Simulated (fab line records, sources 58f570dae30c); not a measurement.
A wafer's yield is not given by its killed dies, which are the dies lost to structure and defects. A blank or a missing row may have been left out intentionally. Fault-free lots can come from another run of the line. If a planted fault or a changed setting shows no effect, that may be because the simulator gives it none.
The tool behind it: which one? | flow berkeley_cmos170 | Sampling: 14 lots, 42 wafers, 3 of 331 route steps

WHAT THE GAUGES SHOWED, per wafer
UCB170_PVT_TW_MEAS_09. Usual: PVT_TW typically reads 506.8, with standard deviation 2.7.
lot  | measured     | on            | PVT_TW            | flag
L833 | day 7 05:19  | film_metro-02 | 502.6 504.1 500.7 |
L834 | day 7 15:05  | film_metro-04 | 511.5 508.1 509.1 |
L839 | day 8 15:45  | film_metro-02 | 505.2 503.6 504.7 |
L838 | day 8 16:03  | film_metro-04 | 513.1 510.3 515.6 |
L837 | day 8 16:17  | film_metro-03 | 505.1 505.6 507.2 |
L841 | day 9 09:47  | film_metro-04 | 504.6 505.4 507.7 |
L844 | day 10 01:14 | film_metro-02 | 29.8 30.1 30.0    | OFF
L845 | day 10 01:31 | film_metro-03 | 29.9 30.0 30.2    | OFF
L847 | day 10 09:29 | film_metro-02 | 504.9 508.3 507.6 |
L846 | day 10 09:51 | film_metro-02 | 508.6 506.6 508.9 |
L850 | day 11 03:25 | film_metro-02 | 509.0 506.7 505.2 |
L851 | day 11 04:29 | film_metro-02 | 506.2 506.8 505.3 |
L854 | day 12 00:46 | film_metro-03 | 506.5 503.6 502.9 |
L853 | day 12 01:02 | film_metro-04 | 512.6 509.9 508.9 |

WHICH TOOL RAN EACH LOT (tool, then ch and the chambers of the sampled wafers, then the start)
lot  | UCB170_NVT_STRIP_08                  | UCB170_PVT_STRIP_08
L833 | plasma_asher-01 ch 0,1, day 7 01:50  | plasma_asher-01 ch 0,1, day 7 05:13
L834 | plasma_asher-01 ch 0,1, day 7 12:40  | plasma_asher-01 ch 0,1, day 7 14:59
L839 | plasma_asher-04 ch 0,1, day 8 14:09  | plasma_asher-02 ch 0,1, day 8 15:39
L838 | plasma_asher-01 ch 0,1, day 8 14:16  | plasma_asher-01 ch 0,1, day 8 15:58
L837 | plasma_asher-03 ch 0,1, day 8 14:26  | plasma_asher-03 ch 1, day 8 16:10
L841 | plasma_asher-03 ch 0,1, day 9 08:19  | plasma_asher-03 ch 0, day 9 09:40
L844 | plasma_asher-04 ch 0,1, day 9 23:35  | plasma_asher-02 ch 0,1, day 10 01:08
L845 | plasma_asher-03 ch 0,1, day 9 23:55  | plasma_asher-01 ch 0,1, day 10 01:24
L847 | plasma_asher-01 ch 0,1, day 10 07:49 | plasma_asher-01 ch 0,1, day 10 09:19
L846 | plasma_asher-03 ch 0,1, day 10 08:06 | plasma_asher-02 ch 0,1, day 10 09:37
L850 | plasma_asher-03 ch 0,1, day 10 22:53 | plasma_asher-01 ch 0,1, day 11 03:19
L851 | plasma_asher-01 ch 0,1, day 10 23:23 | plasma_asher-02 ch 1, day 11 04:23
L854 | plasma_asher-04 ch 0,1, day 11 20:39 | plasma_asher-03 ch 0, day 12 00:40
L853 | plasma_asher-01 ch 0,1, day 11 20:56 | plasma_asher-02 ch 0,1, day 12 00:56
- UCB170_NVT_STRIP_08: strips in O2.
- UCB170_PVT_STRIP_08: strips in O2.

AS READ BY THE TOOLS THEMSELVES (means over the sampled wafers that have a number; for cases with no such wafer, the mark the record gives instead)
UCB170_NVT_STRIP_08. Usual: chamber_pressure_mTorr 3500 mTorr, standard deviation 3.3; drypump_motor_current_A 5.9 A, standard deviation 0.5; oes_product_au 0.734 a.u., standard deviation 0.0044; strip_time_to_endpoint_s 21.63 s, standard deviation 0.059.
lot  | tool            | chamber_pressure_mTorr (mTorr) | drypump_motor_current_A (A) | oes_product_au (a.u.) | strip_time_to_endpoint_s (s) | flag
L833 | plasma_asher-01 | 3499                           | 6.6                         | 0.735                 | 21.48                        |
L834 | plasma_asher-01 | 3503                           | 6.5                         | 0.740                 | 21.60                        |
L839 | plasma_asher-04 | 3499                           | 5.9                         | 0.734                 | 21.60                        |
L838 | plasma_asher-01 | 3499                           | 6.5                         | 0.736                 | 21.65                        |
L837 | plasma_asher-03 | 3503                           | 5.3                         | 0.733                 | 21.59                        |
L841 | plasma_asher-03 | 3496                           | 5.4                         | 0.738                 | 21.64                        |
L844 | plasma_asher-04 | -                              | -                           | -                     | -                            | OFF
L845 | plasma_asher-03 | -                              | -                           | -                     | -                            | OFF
L847 | plasma_asher-01 | 3500                           | 6.5                         | 0.731                 | 21.71                        |
L846 | plasma_asher-03 | 3499                           | 5.3                         | 0.736                 | 21.57                        |
L850 | plasma_asher-03 | 3500                           | 5.3                         | 0.735                 | 21.62                        |
L851 | plasma_asher-01 | 3500                           | 6.5                         | 0.733                 | 21.58                        |
L854 | plasma_asher-04 | 3503                           | 5.9                         | 0.733                 | 21.69                        |
L853 | plasma_asher-01 | 3500                           | 6.5                         | 0.734                 | 21.60                        |

UCB170_PVT_STRIP_08. Usual: chamber_pressure_mTorr 3499 mTorr, standard deviation 10; drypump_motor_current_A 6.0 A, standard deviation 0.6; oes_product_au 0.735 a.u., standard deviation 0.0045; strip_time_to_endpoint_s 21.63 s, standard deviation 0.058.
lot  | tool            | chamber_pressure_mTorr (mTorr) | drypump_motor_current_A (A) | oes_product_au (a.u.) | strip_time_to_endpoint_s (s) | flag
L833 | plasma_asher-01 | 3500                           | 6.6                         | 0.739                 | 21.60                        |
L834 | plasma_asher-01 | 3499                           | 6.6                         | 0.736                 | 21.67                        |
L839 | plasma_asher-02 | 3500                           | 6.0                         | 0.738                 | 21.68                        |
L838 | plasma_asher-01 | 3502                           | 6.5                         | 0.732                 | 21.60                        |
L837 | plasma_asher-03 | 3502                           | 5.6                         | 0.733                 | 21.66                        |
L841 | plasma_asher-03 | 3500                           | 5.1                         | 0.729                 | 21.59                        |
L844 | plasma_asher-02 | 3499                           | 6.0                         | 0.735                 | 47.81                        | OFF
L845 | plasma_asher-01 | 3500                           | 6.5                         | 0.739                 | 47.89                        | OFF
L847 | plasma_asher-01 | 3501                           | 6.5                         | 0.735                 | 21.59                        |
L846 | plasma_asher-02 | 3499                           | 5.6                         | 0.731                 | 21.59                        |
L850 | plasma_asher-01 | 3501                           | 6.5                         | 0.734                 | 21.66                        |
L851 | plasma_asher-02 | 3496                           | 5.2                         | 0.728                 | 21.65                        |
L854 | plasma_asher-03 | 3498                           | 5.1                         | 0.737                 | 21.65                        |
L853 | plasma_asher-02 | 3498                           | 6.0                         | 0.732                 | 21.56                        |

THE ANSWER, worked out from the rows above alone
Rule: lot off if the mean of its wafers having a number is beyond 3 standard deviations from the usual mean. Also off: a lot with no number at a reading for which 4 or more lots have one. All remaining lots with rows at the step are treated as sound. After the gauges, taken in route order, come the tools' own readings; for these a lot's mean is taken, as printed above. At the first step where some lot is off, the reading lying furthest off is the one used; lots without a number count as furthest.
Off: L844, L845, at UCB170_PVT_TW_MEAS_09 (PVT_TW).
A tool fits if, at a process step before that reading, it ran every lot that is off, and no sound lot after the first of them. The gauges at UCB170_PVT_TW_MEAS_09 aren't tried: what is off there is off at UCB170_NVT_STRIP_08 too, on other tools, and a gauge's error can't cause that. Not one of the candidates tried fits.

WHAT WAS PUT IN BY THE SIMULATOR
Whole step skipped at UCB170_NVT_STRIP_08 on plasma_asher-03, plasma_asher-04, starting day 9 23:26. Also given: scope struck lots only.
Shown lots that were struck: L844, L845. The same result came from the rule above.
